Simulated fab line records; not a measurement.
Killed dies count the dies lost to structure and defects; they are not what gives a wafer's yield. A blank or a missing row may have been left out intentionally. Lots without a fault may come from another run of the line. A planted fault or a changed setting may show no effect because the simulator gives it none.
Check of tool commonality    flow rit_cmos    Sampled: 13 lots, 39 wafers

== WHY THIS WAS OPENED ==
1 of 13 lots carry a flag on the reading SPACER_NITRIDE_THK at RIT_SPACER_THK_MEAS_04. No-fault wafers: 249.5 nm, standard deviation 3.
Rule: a lot is flagged when every wafer of it that has a number lies more than 4 standard deviations from that mean, or none has a number. As for the other lots, they are considered sound.

lot   measured     on             SPACER_NITRIDE_THK (nm), wafer by wafer  flag
L944  day 3 14:33  film_metro-04  246.7 250.4 249.5                        
L946  day 4 03:05  film_metro-03  245.9 247.6 248.8                        
L947  day 4 05:10  film_metro-04  250.2 246.6 248.6                        
L948  day 4 09:22  film_metro-04  249.9 252.1 248.3                        
L949  day 4 14:34  film_metro-04  252.0 251.9 250.3                        
L950  day 4 18:48  film_metro-03  246.2 244.7 244.1                        
L951  day 5 00:00  film_metro-01  250.5 249.6 248.6                        
L954  day 5 11:32  film_metro-01  248.1 248.4 249.3                        
L957  day 6 04:46  film_metro-01  201.6 205.6 201.4                        FLAGGED
L960  day 6 20:27  film_metro-01  246.1 244.2 245.8                        
L961  day 7 01:25  film_metro-03  253.2 251.1 251.8                        
L962  day 7 07:20  film_metro-04  244.6 246.5 245.6                        
L964  day 7 13:18  film_metro-03  248.4 247.7 248.8                        
Average over the flagged lots: 202.9 nm; offset from the usual -46.6 nm, equal to -16 standard deviations.

== WHICH TOOL EACH LOT WENT THROUGH ==
Before the reading, the record contains 2 process steps out of a 202-step route. In each cell: the tool, then ch and the chambers that the sampled wafers went through, then the start.
lot   flag     RIT_ACTIVE_STRIP_14                  RIT_SPACER_CVD_03
L944           plasma_asher-03 ch 0,1, day 2 02:46  lpcvd-02 ch 1, day 3 12:38
L946           plasma_asher-04 ch 0,1, day 2 11:08  lpcvd-02 ch 0, day 4 01:11
L947           plasma_asher-01 ch 0,1, day 2 17:52  lpcvd-02 ch 1, day 4 03:14
L948           plasma_asher-03 ch 0, day 2 22:16    lpcvd-01 ch 0, day 4 07:26
L949           plasma_asher-04 ch 0,1, day 3 04:12  lpcvd-01 ch 1, day 4 12:38
L950           plasma_asher-03 ch 0,1, day 3 07:41  lpcvd-02 ch 0, day 4 16:53
L951           plasma_asher-04 ch 0,1, day 3 12:38  lpcvd-01 ch 0, day 4 22:05
L954           plasma_asher-03 ch 1, day 4 03:49    lpcvd-01 ch 0, day 5 09:37
L957  FLAGGED  plasma_asher-03 ch 0,1, day 4 18:22  lpcvd-02 ch 0, day 6 02:50
L960           plasma_asher-01 ch 0,1, day 5 09:02  lpcvd-01 ch 0, day 6 18:32
L961           plasma_asher-01 ch 0,1, day 5 16:47  lpcvd-02 ch 1, day 6 23:30
L962           plasma_asher-04 ch 1, day 5 20:05    lpcvd-01 ch 1, day 7 05:25
L964           plasma_asher-03 ch 0,1, day 6 05:11  lpcvd-01 ch 0, day 7 11:22
What these steps do:
- RIT_ACTIVE_STRIP_14: strips in O2, time 180 s.
- RIT_SPACER_CVD_03: deposits Si3N4 from SiH2Cl2/NH3, target thk 250 nm, time 3300 s.
- RIT_SPACER_THK_MEAS_04

== FLAGGED OVER TOTAL, TOOL BY TOOL (the gauges that took the reading come last) ==
step                    tool             lots run  flagged  share of the flagged lots  sound lots run after its first flagged lot
RIT_ACTIVE_STRIP_14     plasma_asher-01  3         0        none                       -
RIT_ACTIVE_STRIP_14     plasma_asher-03  6         1        all                        1 (L964)
RIT_ACTIVE_STRIP_14     plasma_asher-04  4         0        none                       -
RIT_SPACER_CVD_03       lpcvd-01         7         0        none                       -
RIT_SPACER_CVD_03       lpcvd-02         6         1        all                        1 (L961)
RIT_SPACER_THK_MEAS_04  film_metro-01    4         1        all                        1 (L960)
RIT_SPACER_THK_MEAS_04  film_metro-03    4         0        none                       -
RIT_SPACER_THK_MEAS_04  film_metro-04    5         0        none                       -

== WHAT THE TABLE PERMITS ==
Every flagged lot was run by 3 rows of the table: plasma_asher-03 at RIT_ACTIVE_STRIP_14, lpcvd-02 at RIT_SPACER_CVD_03 and film_metro-01 at RIT_SPACER_THK_MEAS_04.
- plasma_asher-03 at RIT_ACTIVE_STRIP_14 ran 6 lots, 1 of them flagged. Sound lots followed the first flagged one (L964) on it, something a lasting fault affecting the whole tool could not allow.
- lpcvd-02 at RIT_SPACER_CVD_03 ran 6 lots, 1 of them flagged. Sound lots followed the first flagged one (L961) on it, something a lasting fault affecting the whole tool could not allow.
- film_metro-01 at RIT_SPACER_THK_MEAS_04 ran 4 lots, 1 of them flagged. Sound lots followed the first flagged one (L960) on it, something a lasting fault affecting the whole tool could not allow.
Every row of the table either missed a flagged lot or ran a sound lot after the first.

== WHAT WAS PUT IN BY THE SIMULATOR ==
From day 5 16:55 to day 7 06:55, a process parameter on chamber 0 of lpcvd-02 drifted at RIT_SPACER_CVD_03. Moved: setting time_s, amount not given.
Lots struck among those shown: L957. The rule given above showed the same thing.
